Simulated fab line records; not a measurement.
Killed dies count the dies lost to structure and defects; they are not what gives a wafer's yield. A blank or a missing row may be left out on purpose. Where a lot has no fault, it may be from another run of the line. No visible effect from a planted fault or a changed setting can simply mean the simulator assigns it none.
Code-filled problem report in 8D (eight disciplines) form | flow ritCmos | the parts of the form that need people (team, actions taken, sign-off) are left out

## 1. PROBLEM STATEMENT
SPACER_NITRIDE_THK at RIT_SPACER_THK_MEAS_04 reads a mean of 216.9 nm on 3 wafers of 1 lot; wafers without a fault read 249.5 nm with a standard deviation of 2.5. That puts it -13 standard deviations away from the usual mean.
First seen on wafer L634.1, day 5 20:19, on filmMetro-03. At this step, 39 wafers from 13 lots have a number in the record. Rule for "out" (also "out of limits"): further than 4 standard deviations from the usual mean. All remaining wafers that have a number are taken as sound.

## 2. WHAT IT IS AND WHAT IT IS NOT
question                    | is                     | is not
which readings at this step | SPACER_NITRIDE_THK     | -
which lots                  | L634                   | L620, L622, L624, L625, L627, L628, L629, L630, L632, L641, L642, L643
which wafers of those lots  | all that have a number | -
read on which gauges        | filmMetro-03           | filmMetro-01, filmMetro-02
when                        | from day 5 20:19       | up to then (27 sound wafers); but 9 sound wafers of L641, L642, L643 came after

## 3. WHAT RULES OUT EACH SUSPECT
Counting: a tool stays on the suspect list if, at a process step up to the reading, it processed all lots that are out and no sound lot following the first of them.
- ruled out: the gauge at RIT_SPACER_THK_MEAS_04. All the wafers that are out were read on filmMetro-03, but those of them that RIT_SPACER_ETCHBACK_05 has rows for are out there too, on other tools.
- lpcvd-02 at RIT_SPACER_CVD_03 (deposits Si3N4 from SiH2Cl2/NH3, target thk 250 nm, time 3300 s): kept. It ran the lot that is out, L634 (day 5 18:24), and no sound lot after that; its last sound lot up to then is L630 (day 4 23:52).
Left after counting: lpcvd-02 at RIT_SPACER_CVD_03.

## 4. THE CAUSE (what the simulator had put in)
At RIT_SPACER_CVD_03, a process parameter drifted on lpcvd-02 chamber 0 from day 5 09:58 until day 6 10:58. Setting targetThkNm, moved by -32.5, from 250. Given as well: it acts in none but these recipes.
Only this tool survived the counting.

## 5. THE EFFECT CHAIN, in route order
Rows list readings where the struck wafers' mean (over those with a number) sits beyond 3 standard deviations from the usual. Scope: only readings with a usual standard deviation given in the record; hours: median across lots of the time from each lot's start at the first step in this table that gives one to its start at this step; sigmas: change in usual standard deviations.
hours | step                   | reading            | usual      | on struck wafers | change | sigmas
0     | RIT_SPACER_THK_MEAS_04 | SPACER_NITRIDE_THK | 249.5 nm   | 216.9            | -32.6  | -13
2     | RIT_SPACER_ETCHBACK_05 | oesProductAu       | 0.844 a.u. | 0.764            | -0.080 | -5.7
The process steps in it:
- RIT_SPACER_ETCHBACK_05: etches Si3N4 in SF6/CHF3, stops on SiO2, target depth 250 nm, time 240 s.
Later measuring or inspecting steps at which every struck wafer that the step has a row for has a number for every such reading, and none has moved that far: RIT_NSD_OVL_MEAS_06.

## 6. WHAT WOULD HAVE CAUGHT IT SOONER
In this record the first reading out of limits at a measuring or inspecting step was taken at day 5 20:19, 10 hours after the fault began at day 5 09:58.
Of the tool readings at RIT_SPACER_CVD_03 for which the record gives a usual standard deviation, none was out on any struck wafer, so an alarm limit of 4 standard deviations on them would not have fired.
Lots out: 1; all had begun RIT_SPACER_CVD_03 on lpcvd-02 by day 5 20:19. Holding the tool at that point would not have protected any of them.
